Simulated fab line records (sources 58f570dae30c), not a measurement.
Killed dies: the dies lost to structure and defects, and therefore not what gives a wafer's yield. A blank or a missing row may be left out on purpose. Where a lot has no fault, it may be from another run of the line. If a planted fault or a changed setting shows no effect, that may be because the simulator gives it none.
A lot that was struck, set against a sound lot :: flow berkeley_cmos170 :: 43 steps out of a route of 331
Sound: the wafers L208.1, L208.2, L208.4. Struck: wafer L225.1 (left out: L225.2, L225.4 of the same lot, which were not struck); the cause appears at the end.
For every step that has rows: the tool of each side, followed by ch and its chambers, followed by its first start. Under that, the readings that differ: sound wafers :: struck wafers :: difference of the means :: sigmas: that difference in standard deviations of wafers without a fault.
alike: readings with means less than 2 such deviations apart, plus words and numbers identical on both sides. not compared: withheld readings, readings lacking a value on some wafer, bounds such as >300 that could conceal the same value, and numbers that have no deviation in the record and whose values overlap.
A row with sigmas, a row that says differs or no value, or rows on one side alone: a step with any of these is where the two part. Numbers that don't overlap but have no deviation are shown without sigmas and don't part them. Lack of a reading on every wafer of one side parts them only where that side has two or more wafers.

first, 1 step without rows for these wafers: UCB170_NVT_IMPLANT_07.
UCB170_NVT_STRIP_08: strips in O2.
  sound on plasma_asher-03 ch 0,1, day 6 08:37; struck on plasma_asher-01 ch 0, day 9 14:51
reading: drypump_motor_current_A (A)
sound: 5.8 5.6 5.8
struck: 4.8
difference: -0.9
sigmas: -2
  alike: oes_product_au, strip_time_to_endpoint_s
  not compared: rf_hours_counter_h
UCB170_NVT_TW_MEAS_09:
  sound on film_metro-01, day 6 08:43; struck on film_metro-04, day 9 14:57
  alike: NVT_TW
then, 7 steps without rows for these wafers: UCB170_NVT_CLEAN_10 (cleans in SPM, time 600 s); UCB170_PVT_HMDS_00 (prime time 60 s); UCB170_PVT_COAT_01 (resist thk 900 nm); UCB170_PVT_SOFTBAKE_02 (time 60 s); UCB170_PVT_EXPOSE_03 (exposes mask NWELL, target cd 3000 nm); UCB170_PVT_PEB_04; UCB170_PVT_DEVELOP_05 (develop time 45 s).
UCB170_PVT_OVL_MEAS_06:
  sound on overlay-02, day 6 10:58; struck on overlay-02, day 9 16:36
reading: PVT_OVL (nm)
sound: -10 -7 -5
struck: 8
difference: +15
sigmas: +3
after that, 1 step had no rows for these wafers: UCB170_PVT_IMPLANT_07.
UCB170_PVT_STRIP_08: strips in O2.
  sound on plasma_asher-04 ch 0,1, day 6 11:10; struck on plasma_asher-04 ch 0, day 9 16:47
  alike: drypump_motor_current_A, oes_product_au, strip_time_to_endpoint_s
  not compared: rf_hours_counter_h
UCB170_PVT_TW_MEAS_09:
  sound on film_metro-02, day 6 11:16; struck on film_metro-03, day 9 16:53
  alike: PVT_TW
then, 1 step without rows for these wafers: UCB170_GATE_WET_ETCH_00 (etches SiO2 in dHF, time 200 s).
UCB170_FIELD_THK_MEAS_91:
  sound on film_metro-02, day 6 11:23; struck on film_metro-04, day 9 17:01
reading: FIELD_OXIDE_LEFT_2_THK (nm)
sound: 333 328 339
struck: 354
difference: +21
sigmas: +2
then, 1 step without rows for these wafers: UCB170_GATE_OXIDATION_01 (target thk 6.6 nm, ox time 1800 s).
UCB170_GATE_THK_MEAS_02:
  sound on film_metro-02, day 6 16:17; struck on film_metro-03, day 9 23:59
  alike: GATE_OXIDE_THK
then, 2 steps without rows for these wafers: UCB170_GATE_ANNEAL_03 (time 1800 s); UCB170_GATE_CVD_04 (deposits poly-Si from SiH4, time 1440 s, target thk 214 nm).
UCB170_GATE_THK_MEAS_05:
  sound on film_metro-01, day 7 00:43; struck on film_metro-01, day 10 06:37
  alike: GATE_POLY_THK
then, 6 steps without rows for these wafers: UCB170_GATE_COAT_06; UCB170_GATE_COAT_07 (resist thk 900 nm); UCB170_GATE_SOFTBAKE_08 (time 60 s); UCB170_GATE_EXPOSE_09 (exposes mask POLY, target cd 350 nm); UCB170_GATE_PEB_10; UCB170_GATE_DEVELOP_11 (develop time 45 s).
UCB170_GATE_CD_MEAS_12: target cd 350 nm.
  sound on cd_sem-01, day 7 02:31; struck on cd_sem-01, day 10 07:59
reading: cd_nm (nm)
sound: 353.2 354.4 353.4
struck: 349.4
difference: -4.3
sigmas: -3
UCB170_GATE_OVL_MEAS_13:
  sound on overlay-02, day 7 02:38; struck on overlay-02, day 10 08:06
  alike: GATE_OVL
UCB170_GATE_ETCH_14: etches BARC in N2/H2.
  sound on rie_diel-02 ch 0,2,3, day 7 02:40; struck on rie_diel-01 ch 1, day 10 08:08
  alike: drypump_motor_current_A, oes_product_au, throttle_valve_pct
UCB170_GATE_ETCH_15: etches poly-Si in HBr/Cl2, stops on SiO2, time 56.3 s, target depth 278.2 nm.
  sound on rie_si-02 ch 0,2,3, day 7 02:43; struck on rie_si-01 ch 0, day 10 08:10
reading: rf_hours_counter_h (h)
sound: 2 2 2
struck: 0
difference: -2
sigmas: 
  alike: drypump_motor_current_A, oes_product_au, throttle_valve_pct
UCB170_GATE_STRIP_16: strips in O2.
  sound on plasma_asher-04 ch 0,1, day 7 02:45; struck on plasma_asher-01 ch 0, day 10 08:13
reading: drypump_motor_current_A (A)
sound: 5.4 5.8 5.8
struck: 4.8
difference: -0.9
sigmas: -2
  alike: oes_product_au
  not compared: rf_hours_counter_h
UCB170_GATE_CD_MEAS_90: target cd 350 nm.
  sound on cd_sem-02, day 7 02:54; struck on cd_sem-01, day 10 08:22
reading: cd_nm (nm)
sound: 352.9 354.7 354.0
struck: 350.3
difference: -3.6
sigmas: -2
then, 7 steps without rows for these wafers: UCB170_GATE_CLEAN_17 (cleans in SPM, time 600 s); UCB170_PLDD_HMDS_00 (prime time 60 s); UCB170_PLDD_COAT_01 (resist thk 900 nm); UCB170_PLDD_SOFTBAKE_02 (time 60 s); UCB170_PLDD_EXPOSE_03 (exposes mask PSELECT, target cd 1200 nm); UCB170_PLDD_PEB_04; UCB170_PLDD_DEVELOP_05 (develop time 45 s).
UCB170_PLDD_CD_MEAS_06: target cd 1200 nm.
  sound on cd_sem-01, day 7 05:12; struck on cd_sem-01, day 10 10:11
  alike: cd_nm
UCB170_PLDD_OVL_MEAS_07:
  sound on overlay-01, day 7 05:19; struck on overlay-02, day 10 10:19
  alike: PLDD_OVL
UCB170_M3_PROBE_99:
  only the struck wafers here have rows in the record (prober-01, day 12 01:44); the sound ones have none

== WHERE THEY PART ==
First at UCB170_NVT_STRIP_08; last, within this record, at UCB170_M3_PROBE_99.

WHY: what had been put in by the simulator
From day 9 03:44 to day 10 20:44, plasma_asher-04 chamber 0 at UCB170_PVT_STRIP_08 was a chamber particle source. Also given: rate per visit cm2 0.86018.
